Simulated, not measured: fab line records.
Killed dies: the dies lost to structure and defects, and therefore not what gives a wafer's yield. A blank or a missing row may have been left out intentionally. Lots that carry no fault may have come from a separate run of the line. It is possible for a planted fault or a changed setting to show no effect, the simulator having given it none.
Check of tool commonality    flow berkeleyCmos170    14 lots and 42 wafers in the sample

## THE REASON FOR OPENING IT
UCB170_M2_RS_MEAS_02, reading M2_AL_RS: flagged on 2 of 14 lots. Wafers without a fault read 0.0318 ohm/sq, standard deviation 0.00039.
Rule: a lot gets a flag if all its wafers with a number sit over 4 standard deviations from that mean, or if no wafer of it has a number. The rest of the lots are taken to be sound.

lot   measured      on            M2_AL_RS (ohm/sq), wafer by wafer  flag
L378  day 7 05:56   filmMetro-02  0.0318 0.0323 0.0317               
L380  day 8 07:47   filmMetro-04  0.0320 0.0318 0.0318               
L379  day 8 07:57   filmMetro-04  0.0323 0.0320 0.0317               
L381  day 8 12:49   filmMetro-01  0.0315 0.0315 0.0310               
L382  day 8 20:58   filmMetro-02  0.0313 0.0313 0.0313               
L383  day 8 21:25   filmMetro-01  0.0316 0.0319 0.0315               
L386  day 9 05:29   filmMetro-02  0.0322 0.0320 0.0321               
L389  day 10 12:14  filmMetro-01  0.0377 0.0378 0.0373               FLAGGED
L393  day 10 16:46  filmMetro-04  0.0313 0.0313 0.0318               
L390  day 10 16:55  filmMetro-02  0.0380 0.0377 0.0375               FLAGGED
L394  day 10 17:21  filmMetro-04  0.0312 0.0316 0.0318               
L397  day 11 16:34  filmMetro-01  0.0315 0.0318 0.0320               
L401  day 12 12:05  filmMetro-01  0.0317 0.0317 0.0317               
L400  day 12 12:21  filmMetro-01  0.0322 0.0321 0.0322               
The mean of the flagged lots' numbers is 0.0377 ohm/sq, +0.0059 ohm/sq from the usual (+15 standard deviations).

## WHICH TOOL EACH LOT WENT THROUGH
Before the reading, the record contains 2 process steps out of a 331-step route. In each cell: the tool, then ch and the chambers that the sampled wafers went through, then the start.
lot   flag     UCB170_V1_CMP_02               UCB170_M2_SPUTTER_01
L378           cmp-02 ch 0,1,2, day 7 03:20   pvdSputter-02, day 7 05:51
L380           cmp-01 ch 1,2, day 8 04:15     pvdSputter-01, day 8 07:40
L379           cmp-02 ch 1,2,3, day 8 04:15   pvdSputter-04, day 8 07:52
L381           cmp-01 ch 0,2,3, day 8 10:10   pvdSputter-01, day 8 12:39
L382           cmp-02 ch 1,2,3, day 8 18:31   pvdSputter-01, day 8 20:49
L383           cmp-02 ch 0,1, day 8 18:40     pvdSputter-04, day 8 21:18
L386           cmp-02 ch 0,3, day 9 01:39     pvdSputter-02, day 9 05:23
L389  FLAGGED  cmp-01 ch 1,3, day 10 08:16    pvdSputter-02, day 10 12:10
L393           cmp-01 ch 0,2,3, day 10 14:22  pvdSputter-01, day 10 16:41
L390  FLAGGED  cmp-02 ch 0,1,2, day 10 14:22  pvdSputter-02, day 10 16:50
L394           cmp-01 ch 1,2,3, day 10 14:40  pvdSputter-01, day 10 17:16
L397           cmp-01 ch 1,2, day 11 13:16    pvdSputter-01, day 11 16:28
L401           cmp-02 ch 0,1, day 12 06:58    pvdSputter-01, day 12 11:57
L400           cmp-01 ch 1,3, day 12 07:01    pvdSputter-01, day 12 12:13
These steps, and what they do:
- UCB170_V1_CMP_02: polishes SiO2.
- UCB170_M2_SPUTTER_01: material Al, target thk 900 nm, time 120 s.
- UCB170_M2_RS_MEAS_02: measures by four-point-probe.

## FLAGGED OVER TOTAL, TOOL BY TOOL (the gauges that took the reading come last)
step                  tool           lots run  flagged  share of the flagged lots  sound lots run after its first flagged lot
UCB170_V1_CMP_02      cmp-01         7         1        some                       4 (L393,L394,L397,L400)
UCB170_V1_CMP_02      cmp-02         7         1        some                       1 (L401)
UCB170_M2_SPUTTER_01  pvdSputter-01  8         0        none                       -
UCB170_M2_SPUTTER_01  pvdSputter-02  4         2        all                        0
UCB170_M2_SPUTTER_01  pvdSputter-04  2         0        none                       -
UCB170_M2_RS_MEAS_02  filmMetro-01   6         1        some                       3 (L397,L401,L400)
UCB170_M2_RS_MEAS_02  filmMetro-02   4         1        some                       0
UCB170_M2_RS_MEAS_02  filmMetro-04   4         0        none                       -

## WHAT THE TABLE ALLOWS
All flagged lots share 1 row of the table, namely pvdSputter-02 at UCB170_M2_SPUTTER_01.
- pvdSputter-02 at UCB170_M2_SPUTTER_01 ran 4 lots, 2 of them flagged. It ran its last sound lot, L386, at day 9 05:23 and its first flagged lot, L389, at day 10 12:10: a fault with its onset between the two fits.
Just one tool remains: pvdSputter-02 at UCB170_M2_SPUTTER_01.

## WHAT THE SIMULATOR HAD PUT IN
Site profile drift: pvdSputter-02, from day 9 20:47 on, at UCB170_M2_SPUTTER_01. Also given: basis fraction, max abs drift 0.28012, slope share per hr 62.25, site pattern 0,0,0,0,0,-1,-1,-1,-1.
Shown lots that were struck: L389, L390. The rule above found the same.
